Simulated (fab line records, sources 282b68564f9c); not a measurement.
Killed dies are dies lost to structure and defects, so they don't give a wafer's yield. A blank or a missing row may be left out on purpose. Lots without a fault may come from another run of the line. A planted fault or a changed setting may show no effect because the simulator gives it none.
Which tool did it? | flow rit_cmos | 14 lots, 42 wafers sampled, at 2 steps of a route of 202

WHAT THE GAUGES READ, wafer by wafer
RIT_CONTACT_CD_MEAS_08: target cd 1000 nm. Usual: cd_nm 1000.4 nm, standard deviation 2.3.
lot  | measured    | on        | cd_nm (nm)           | flag
L602 | day 3 14:56 | cd_sem-02 | 999.7 1000.4 999.7   |
L603 | day 3 18:16 | cd_sem-02 | 997.2 996.7 999.5    |
L604 | day 4 01:07 | cd_sem-02 | 996.7 998.3 998.3    |
L607 | day 4 14:10 | cd_sem-01 | 999.2 1001.6 997.4   |
L608 | day 4 18:01 | cd_sem-01 | 999.3 1000.3 998.7   |
L609 | day 4 21:38 | cd_sem-02 | 999.3 1000.5 1001.3  |
L611 | day 5 11:31 | cd_sem-02 | 998.2 998.6 999.2    |
L612 | day 5 13:02 | cd_sem-02 | 998.3 999.8 999.3    |
L613 | day 5 20:59 | cd_sem-01 | 996.9 999.6 997.8    |
L614 | day 6 03:14 | cd_sem-01 | 1003.0 1003.2 1000.9 |
L617 | day 6 12:58 | cd_sem-01 | 1000.9 1000.2 998.7  |
L620 | day 7 03:35 | cd_sem-02 | 987.9 988.7 988.6    | OFF
L621 | day 7 09:33 | cd_sem-02 | 993.8 992.5 991.7    | OFF
L624 | day 8 02:03 | cd_sem-02 | 1001.7 1002.6 1000.5 |

WHICH TOOL RAN EACH LOT (tool, then ch and the chambers of the sampled wafers, then the start)
lot  | RIT_CONTACT_EXPOSE_05
L602 | iline_stepper-01 ch 0, day 3 14:25
L603 | iline_stepper-02 ch 0, day 3 17:46
L604 | iline_stepper-01 ch 0, day 4 00:36
L607 | iline_stepper-02 ch 0, day 4 13:39
L608 | iline_stepper-02 ch 0, day 4 17:31
L609 | iline_stepper-02 ch 0, day 4 21:07
L611 | iline_stepper-02 ch 0, day 5 11:01
L612 | iline_stepper-02 ch 0, day 5 12:31
L613 | iline_stepper-02 ch 0, day 5 20:28
L614 | iline_stepper-02 ch 0, day 6 02:33
L617 | iline_stepper-01 ch 0, day 6 12:27
L620 | iline_stepper-02 ch 0, day 7 03:05
L621 | iline_stepper-02 ch 0, day 7 09:02
L624 | iline_stepper-01 ch 0, day 8 01:32
- RIT_CONTACT_EXPOSE_05: exposes mask M11, target cd 1000 nm.

WHAT THE TOOLS THEMSELVES READ (means of the sampled wafers that have a number; where no wafer has one, the mark that the record gives instead)
RIT_CONTACT_EXPOSE_05. Usual: exposure_dose_mJ_cm2 249.98, standard deviation 0.28.
lot  | tool             | exposure_dose_mJ_cm2 | flag
L602 | iline_stepper-01 | 249.99               |
L603 | iline_stepper-02 | 250.12               |
L604 | iline_stepper-01 | 250.05               |
L607 | iline_stepper-02 | 250.02               |
L608 | iline_stepper-02 | 249.56               |
L609 | iline_stepper-02 | 250.00               |
L611 | iline_stepper-02 | 249.82               |
L612 | iline_stepper-02 | 249.60               |
L613 | iline_stepper-02 | 250.29               |
L614 | iline_stepper-02 | 249.86               |
L617 | iline_stepper-01 | 249.69               |
L620 | iline_stepper-02 | 238.76               | OFF
L621 | iline_stepper-02 | 241.51               | OFF
L624 | iline_stepper-01 | 250.51               |

THE ANSWER, worked out from the rows above alone
Rule: a lot is off if the mean of its wafers that have a number lies more than 3 standard deviations from the usual mean. A lot without any number at a reading at which 4 lots or more have one is off too. The other lots that the step has rows for count as sound. The gauges are gone through in route order, then the tools' own readings, and for those a lot's mean is taken as printed above. The first step at which some lot is off is used, and at that step the reading that is off furthest; a lot without a number counts as furthest.
Off: L620, L621, at RIT_CONTACT_CD_MEAS_08 (cd_nm).
A tool fits if, at a process step before that reading, it ran every lot that is off, and no sound lot after the first of them. The gauges at RIT_CONTACT_CD_MEAS_08 aren't tried: what is off there is off at RIT_CONTACT_EXPOSE_05 too, on other tools, and a gauge's error can't cause that. One fits: iline_stepper-02 at RIT_CONTACT_EXPOSE_05. Its last sound lot is L614 (day 6 02:33), its first lot that is off L620 (day 7 03:05): a fault that began between those two fits.
The tool's own readings at RIT_CONTACT_EXPOSE_05 bear it out: on the lots that are off they differ by more than 5 times the standard deviation of the sound lots' means. exposure_dose_mJ_cm2 reads 240.13 there against 249.96 on the sound lots.

WHAT THE SIMULATOR HAD PUT IN
Process parameter drift: iline_stepper-02, from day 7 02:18 on, at RIT_CONTACT_EXPOSE_05. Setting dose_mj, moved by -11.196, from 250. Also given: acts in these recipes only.
Lots struck among those shown: L620, L621. The rule above found the same.
